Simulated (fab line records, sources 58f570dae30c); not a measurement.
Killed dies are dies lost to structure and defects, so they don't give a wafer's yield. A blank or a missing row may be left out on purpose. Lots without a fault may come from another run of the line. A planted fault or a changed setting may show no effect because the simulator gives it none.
Tool commonality check | flow berkeley_cmos170 | 14 lots, 42 wafers sampled

WHY IT WAS OPENED
At UCB170_M3_RS_MEAS_02 the reading M3_AL_RS is flagged on 2 of 14 lots. Wafers without a fault read 0.0323 ohm/sq, standard deviation 0.00034.
Rule: a lot is flagged when every wafer of it that has a number lies more than 4 standard deviations from that mean, or none has a number. The other lots count as sound.

lot  | measured     | on            | M3_AL_RS (ohm/sq), wafer by wafer | flag
L554 | day 8 21:39  | film_metro-03 | 0.0332 0.0327 0.0328              |
L555 | day 9 01:11  | film_metro-02 | 0.0320 0.0318 0.0317              |
L556 | day 9 04:39  | film_metro-01 | 0.0320 0.0320 0.0320              |
L557 | day 9 08:50  | film_metro-01 | 0.0321 0.0322 0.0319              |
L559 | day 9 23:31  | film_metro-02 | 0.0328 0.0326 0.0324              |
L561 | day 10 06:53 | film_metro-02 | 0.0321 0.0324 0.0322              |
L558 | day 10 09:07 | film_metro-03 | 0.0323 0.0322 0.0324              |
L560 | day 10 10:20 | film_metro-02 | 0.0323 0.0327 0.0325              |
L562 | day 10 23:58 | film_metro-03 | 0.0318 0.0321 0.0321              |
L563 | day 11 02:31 | film_metro-03 | 0.0319 0.0319 0.0320              |
L569 | day 12 12:26 | film_metro-03 | 0.0341 0.0342 0.0339              | FLAGGED
L570 | day 13 07:31 | film_metro-03 | 0.0339 0.0340 0.0337              | FLAGGED
L575 | day 13 12:36 | film_metro-03 | 0.0328 0.0328 0.0325              |
L577 | day 13 19:08 | film_metro-03 | 0.0326 0.0325 0.0325              |
The numbers of the flagged lots are 0.0340 ohm/sq on average: +0.0017 ohm/sq against the usual, or +5 standard deviations.

WHICH TOOL RAN EACH LOT
The record holds 2 process steps before the reading, out of a route of 331 steps. In each cell: the tool, then ch and the chambers that the sampled wafers went through, then the start.
lot  | flag    | UCB170_M2_SPUTTER_01         | UCB170_M3_SPUTTER_01
L554 |         | pvd_sputter-04, day 8 16:46  | pvd_sputter-01, day 8 21:34
L555 |         | pvd_sputter-04, day 8 19:27  | pvd_sputter-03, day 9 01:05
L556 |         | pvd_sputter-03, day 8 22:20  | pvd_sputter-04, day 9 04:31
L557 |         | pvd_sputter-02, day 9 00:29  | pvd_sputter-03, day 9 08:45
L559 |         | pvd_sputter-04, day 9 18:23  | pvd_sputter-01, day 9 23:26
L561 |         | pvd_sputter-03, day 9 21:45  | pvd_sputter-04, day 10 06:48
L558 |         | pvd_sputter-02, day 10 03:10 | pvd_sputter-03, day 10 09:01
L560 |         | pvd_sputter-04, day 10 03:23 | pvd_sputter-01, day 10 10:11
L562 |         | pvd_sputter-04, day 10 16:44 | pvd_sputter-03, day 10 23:53
L563 |         | pvd_sputter-02, day 10 21:23 | pvd_sputter-04, day 11 02:23
L569 | FLAGGED | pvd_sputter-02, day 12 04:20 | pvd_sputter-03, day 12 12:22
L570 | FLAGGED | pvd_sputter-03, day 13 00:36 | pvd_sputter-03, day 13 07:26
L575 |         | pvd_sputter-04, day 13 03:06 | pvd_sputter-01, day 13 12:31
L577 |         | pvd_sputter-03, day 13 13:19 | pvd_sputter-04, day 13 19:04
What these steps do:
- UCB170_M2_SPUTTER_01: material Al, target thk 900 nm, time 120 s.
- UCB170_M3_SPUTTER_01: material Al, target thk 900 nm, time 120 s.
- UCB170_M3_RS_MEAS_02: measures by four-point-probe.

FLAGGED OVER TOTAL, TOOL BY TOOL (the gauges that took the reading come last)
step                 | tool           | lots run | flagged | share of the flagged lots | sound lots run after its first flagged lot
UCB170_M2_SPUTTER_01 | pvd_sputter-02 | 4        | 1       | some                      | 0
UCB170_M2_SPUTTER_01 | pvd_sputter-03 | 4        | 1       | some                      | 1 (L577)
UCB170_M2_SPUTTER_01 | pvd_sputter-04 | 6        | 0       | none                      | -
UCB170_M3_SPUTTER_01 | pvd_sputter-01 | 4        | 0       | none                      | -
UCB170_M3_SPUTTER_01 | pvd_sputter-03 | 6        | 2       | all                       | 0
UCB170_M3_SPUTTER_01 | pvd_sputter-04 | 4        | 0       | none                      | -
UCB170_M3_RS_MEAS_02 | film_metro-01  | 2        | 0       | none                      | -
UCB170_M3_RS_MEAS_02 | film_metro-02  | 4        | 0       | none                      | -
UCB170_M3_RS_MEAS_02 | film_metro-03  | 8        | 2       | all                       | 2 (L575,L577)

WHAT THE TABLE ALLOWS
2 rows of the table ran every flagged lot: pvd_sputter-03 at UCB170_M3_SPUTTER_01, film_metro-03 at UCB170_M3_RS_MEAS_02.
- pvd_sputter-03 at UCB170_M3_SPUTTER_01: 2 of its 6 lots flagged. Its last sound lot is L562 (day 10 23:53), its first flagged lot L569 (day 12 12:22): a fault that began between those two fits.
- film_metro-03 at UCB170_M3_RS_MEAS_02: 2 of its 8 lots flagged. Sound lots ran on it after the first flagged one (L575, L577), which a lasting fault on the whole tool wouldn't allow.
One tool is left: pvd_sputter-03 at UCB170_M3_SPUTTER_01.

WHAT THE SIMULATOR HAD PUT IN
Process parameter drift: pvd_sputter-03, from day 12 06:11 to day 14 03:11, at UCB170_M3_SPUTTER_01. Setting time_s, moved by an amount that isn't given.
Lots struck among those shown: L569, L570. The rule above found the same.
